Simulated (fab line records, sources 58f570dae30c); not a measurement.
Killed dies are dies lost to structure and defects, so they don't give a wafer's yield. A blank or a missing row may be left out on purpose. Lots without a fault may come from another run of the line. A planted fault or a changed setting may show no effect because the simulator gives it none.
fab line records | flow berkeley_cmos170
record lots=6 wafers=18 last_day=13
route steps=331 shown GATE@136 PLDD@145
lots that met no fault: from a run of the same line without faults
start_h: hours from the record's first day to the start of the lot's first wafer shown | wait_h: hours since the lot's step before | " the same as in the row above | L1.1+2: a row that stands for several wafers | - no value, or no start given | * or withheld: withheld | < > ~ a bound
route shown NAME@n: a module of which the file shows steps, and the number in the route of the first | usual: mean/standard deviation of fault-free wafers | same: alike in all rows | chamber/n: place in a boat | sites: the reading at each site | _std_site: their standard deviation | _edge_site: outer sites' mean less inner sites' | radius_mm: how far each site lies from the wafer's centre | mask NAME#n: copy n | behind: the tool/chamber that last shaped the wafer | hold: why the lot was held/for how many hours/how that ended | device: the transistor (n, p or np) that didn't switch | end of line: the same wafers' tests at the end of the route | a step without rows: its recipe alone | killed: dies lost to structure and defects at the first sort, not the wafer's yield | map: a wafer's dies, x killed, . not, _ none there
set.NAME: the setting as run; set.NAME@STEP: as run at that earlier step | model.NAME: the simulator's own value behind a step, which no gauge read
lots at some steps of the route; a table a step, a row a wafer
services: from which hour (start_h, from the record's first day; less than 0 if before it) a tool's chamber was out of use, for how many hours, and why
## steps
# step UCB170_GATE_PEB_10
# recipe peb_temp_c=130 peb_time_s=withheld resist=KrF
# step UCB170_GATE_DEVELOP_11
# recipe developer=TMAH develop_time_s=45 resist=KrF dev_temp_c=21
# step UCB170_GATE_CD_MEAS_12
# recipe target_cd_nm=350
# usual cd_nm=349.8/1.6
# columns lot.wafer tool chamber start_h wait_h cd_nm
L966.2 cd_sem-02 - 209.52 - 347.7
L966.5 " - " " 346.6
L966.6 " - " " 346.3
L964.3 cd_sem-02 - 209.81 - 350.4
L964.4 " - " " 349.7
L964.5 " - " " 348.7
L967.2 cd_sem-02 - 210.15 - 348.9
L967.3 " - " " 348.6
L967.5 " - " " 349.5
L968.1 cd_sem-02 - 210.37 - 347.8
L968.2 " - " " 349.4
L968.5 " - " " 348.7
L970.1 cd_sem-01 - 225.86 - 351.2
L970.4 " - " " 351.0
L970.5 " - " " 351.7
L978.3 cd_sem-02 - 273.07 - 349.7
L978.4 " - " " 350.7
L978.5 " - " " 349.8
# step UCB170_GATE_OVL_MEAS_13
# usual GATE_OVL=0/5.8
# columns lot.wafer tool chamber start_h wait_h GATE_OVL[nm]
L966.2 overlay-02 - 209.63 0.1 6
L966.5 " - " " 6
L966.6 " - " " -2
L964.3 overlay-01 - 209.91 0.1 -9
L964.4 " - " " 9
L964.5 " - " " -4
L967.2 overlay-02 - 210.26 0.1 3
L967.3 " - " " 2
L967.5 " - " " 2
L968.1 overlay-01 - 210.49 0.1 -9
L968.2 " - " " -3
L968.5 " - " " -4
L970.1 overlay-02 - 225.98 0.1 -4
L970.4 " - " " 9
L970.5 " - " " -7
L978.3 overlay-02 - 273.16 0.1 9
L978.4 " - " " -3
L978.5 " - " " 4
# step UCB170_GATE_ETCH_14
# recipe chemistry=N2/H2 target_depth_a=withheld overetch_a=withheld target=BARC time_s=withheld source_w=500 bias_w=100 pressure_mtorr=30 n2_flow_sccm=100 h2_flow_sccm=200
# usual drypump_motor_current_A=5.8/0.5 oes_product_au=1.007/0.022 throttle_valve_pct=13.36/0.19
# columns lot.wafer tool chamber start_h wait_h drypump_motor_current_A oes_product_au throttle_valve_pct
L966.2 rie_diel-03 2 209.66 0.0 5.5 1.013 13.62
L966.5 " 1 " " 5.7 1.030 13.51
L966.6 " 2 " " 5.6 1.025 13.63
L964.3 rie_diel-01 1 209.93 0.0 4.7 0.983 12.99
L964.4 " 2 " " 6.4 1.022 13.37
L964.5 " 0 " " 6.3 1.009 13.27
L967.2 rie_diel-04 1 210.29 0.0 5.6 0.990 13.12
L967.3 " 2 " " 6.1 1.037 13.21
L967.5 " 1 " " 5.6 0.986 13.11
L968.1 rie_diel-03 0 210.53 0.0 5.7 0.984 13.60
L968.2 " 1 " " 5.8 1.021 13.51
L968.5 " 2 " " 5.5 1.003 13.63
L970.1 rie_diel-01 2 226.02 0.0 6.4 1.010 13.37
L970.4 " 1 " " 4.7 0.980 13.00
L970.5 " 3 " " 5.3 0.977 13.50
L978.3 rie_diel-03 3 273.18 0.0 6.5 1.029 13.39
L978.4 " 1 " " 5.8 1.025 13.51
L978.5 " 2 " " 5.5 1.008 13.62
# step UCB170_GATE_ETCH_15
# recipe chemistry=HBr/Cl2 target=poly-Si stop_on=SiO2 over_etch_frac=0.3 icp_w=300 bias_w=150 time_s=56.3 pressure_mtorr=15 HBr_flow_sccm=150 Cl2_flow_sccm=50 target_depth_a=2782
# usual drypump_motor_current_A=5.5/0.31 he_backside_leak_sccm=2.8/0.31 oes_product_au=0.832/0.012 throttle_valve_pct=26.40/0.22
# columns lot.wafer tool chamber start_h wait_h drypump_motor_current_A he_backside_leak_sccm oes_product_au rf_hours_counter_h throttle_valve_pct
L966.2 rie_si-02 0 209.70 - 5.5 2.3 0.844 18 26.43
L966.5 " 1 " " 5.0 3.1 0.826 - 26.17
L966.6 " 0 " " 5.6 2.2 0.859 - 26.43
L964.3 rie_si-01 2 209.97 - 5.6 3.3 0.841 95 26.57
L964.4 " 0 " " 4.9 4.8 0.819 0 26.68
L964.5 " 3 " " 5.5 3.1 0.826 - 26.38
L967.2 rie_si-02 2 210.33 - 5.5 3.1 0.838 48 26.68
L967.3 " 3 " " 6.0 2.4 0.817 0 26.17
L967.5 " 1 " " 5.0 3.1 0.815 - 26.19
L968.1 rie_si-01 1 210.57 - 5.5 3.0 0.824 40 26.04
L968.2 " 2 " " 5.6 3.0 0.836 95 26.56
L968.5 " 1 " " 5.5 2.9 0.809 - 26.05
L970.1 rie_si-02 2 226.06 - 5.5 3.0 0.845 48 26.69
L970.4 " 1 " " 5.0 2.8 0.821 1 26.20
L970.5 " 3 " " 6.0 2.4 0.828 - 26.20
L978.3 rie_si-01 2 273.22 - 5.6 3.0 0.834 95 26.57
L978.4 " 1 " " 5.5 2.8 0.829 40 26.02
L978.5 " 3 " " 5.5 3.1 0.826 - 26.35
# step UCB170_GATE_STRIP_16
# recipe chemistry=O2 power_w=400 pressure_mtorr=3500 platen_temp_c=withheld o2_flow_sccm=400 overash_fraction=0.5
# usual drypump_motor_current_A=5.5/0.53 oes_product_au=0.724/0.0049
# columns lot.wafer tool chamber start_h wait_h drypump_motor_current_A oes_product_au rf_hours_counter_h
L966.2 plasma_asher-02 0 209.75 0.0 6.5 0.724 44
L966.5 " 1 " " 4.9 0.722 -
L966.6 " 0 " " 6.5 0.732 -
L964.3 plasma_asher-03 1 210.05 0.1 5.9 0.720 -
L964.4 " 0 " " 5.1 0.727 -
L964.5 " 1 " " 5.9 0.725 -
L967.2 plasma_asher-02 0 210.38 0.0 6.5 0.731 44
L967.3 " 1 " " 4.9 0.729 -
L967.5 " 1 " " 4.9 0.723 -
L968.1 plasma_asher-04 1 210.62 0.0 5.4 0.726 9
L968.2 " 0 " " 5.5 0.727 9
L968.5 " 1 " " 5.4 0.719 -
L970.1 plasma_asher-02 1 226.11 0.0 4.9 0.721 46
L970.4 " 1 " " 4.9 0.719 -
L970.5 " 0 " " 6.5 0.722 -
L978.3 plasma_asher-02 1 273.31 0.1 4.9 0.726 -
L978.4 " 0 " " 6.5 0.722 -
L978.5 " 0 " " 6.5 0.729 -
# step UCB170_GATE_CD_MEAS_90
# recipe target_cd_nm=350
# usual cd_nm=349.8/1.7
# columns lot.wafer tool chamber start_h wait_h cd_nm
L966.2 cd_sem-02 - 210.03 0.3 347.8
L966.5 " - " " 346.4
L966.6 " - " " 346.0
L964.3 cd_sem-02 - 210.29 0.2 349.6
L964.4 " - " " 348.9
L964.5 " - " " 348.9
L967.2 cd_sem-02 - 210.75 0.3 349.6
L967.3 " - " " 348.8
L967.5 " - " " 350.2
L968.1 cd_sem-02 - 210.85 0.2 348.4
L968.2 " - " " 350.6
L968.5 " - " " 349.5
L970.1 cd_sem-01 - 226.21 0.1 351.1
L970.4 " - " " 350.6
L970.5 " - " " 351.4
L978.3 cd_sem-01 - 273.43 0.1 349.8
L978.4 " - " " 351.0
L978.5 " - " " 349.5
# step UCB170_GATE_CLEAN_17
# recipe chemistry=SPM temp_c=120 time_s=600
# step UCB170_PLDD_HMDS_00
# recipe prime_time_s=60 prime_temp_c=98.94
# step UCB170_PLDD_COAT_01
# recipe resist=KrF spin_rpm=1500 resist_thk_nm=900
# step UCB170_PLDD_SOFTBAKE_02
# recipe resist=KrF temp_c=130 time_s=60
# step UCB170_PLDD_EXPOSE_03
# recipe mask_id=PSELECT na=0.5 sigma_outer=0.6 source_shape=conventional target_cd_nm=1200 dose_mj=30
# usual exposure_dose_mJ_cm2=29.99/0.035 focus_offset_nm=0.1/0.51
# columns lot.wafer tool chamber start_h wait_h mask exposure_dose_mJ_cm2 focus_offset_nm
L966.2 krf_scanner-01 0 211.11 0.2 PSELECT#0 29.98 -0.4
L966.5 " 0 " " PSELECT#0 30.01 0.2
L966.6 " 0 " " PSELECT#0 29.96 0.6
L964.3 krf_scanner-01 - 211.51 0.1 PSELECT#0 - -
L964.4 " - " " PSELECT#0 - -
L964.5 " - " " PSELECT#0 - -
L967.2 krf_scanner-01 - 212.06 0.1 PSELECT#0 - -
L967.3 " - " " PSELECT#0 - -
L967.5 " - " " PSELECT#0 - -
L968.1 krf_scanner-01 0 212.29 0.1 PSELECT#0 30.01 0.8
L968.2 " 0 " " PSELECT#0 30.04 0.3
L968.5 " 0 " " PSELECT#0 30.02 0.0
L970.1 krf_scanner-01 0 227.23 0.1 PSELECT#0 29.97 0.6
L970.4 " 0 " " PSELECT#0 29.97 0.1
L970.5 " 0 " " PSELECT#0 29.97 0.1
L978.3 krf_scanner-01 0 274.19 0.1 PSELECT#0 29.98 0.3
L978.4 " 0 " " PSELECT#0 30.00 1.3
L978.5 " 0 " " PSELECT#0 29.98 0.2
# step UCB170_PLDD_PEB_04
# recipe peb_temp_c=130 peb_time_s=withheld resist=KrF
## services
# columns tool chamber start_h hours kind
krf_scanner-01 - 193.24 0.8 pm
plasma_asher-02 - 193.35 4.3 pm
rie_si-02 3 193.94 - clean
rie_si-02 3 193.94 15.9 scheduled_down
rie_si-02 3 193.94 15.9 vent_cycle
krf_scanner-01 - 200.31 1.0 pm
rie_diel-01 0 220.29 2.6 repair
rie_si-01 - 220.70 14.6 pm
rie_diel-04 2 229.45 6.9 repair
plasma_asher-04 - 240.78 21.9 repair
rie_diel-01 2 247.95 8.5 repair
rie_diel-01 0 256.00 32.7 repair
krf_scanner-01 0 272.45 - calibration
## key
first_sign step=UCB170_PLDD_EXPOSE_03 reading=tool_record direction=missing
effect none on later readings
met_at UCB170_PLDD_EXPOSE_03
struck_wafers L964.3,L964.4,L964.5,L967.2,L967.3,L967.5
sort_left_out L964.3,L964.4,L964.5,L967.2,L967.3,L967.5
tester_left_out L964,L967
onset_between 211.11 211.51
fault kind=skipped_step_whole tool=krf_scanner-01 chamber=- onset_h=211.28 steps=UCB170_PLDD_EXPOSE_03 scope=struck_lots_only
# tester_left_out: of these lots the tester's yield and bins aren't shown, on N5 and GAA mostly nor the transistor test; their killed dies are dies lost to structure and defects alone, not to doping, threshold or leakage, so they don't give the yield
# sort_left_out: the simulated sort isn't trusted on such a fault, so these wafers' sort isn't shown, and their yield isn't known
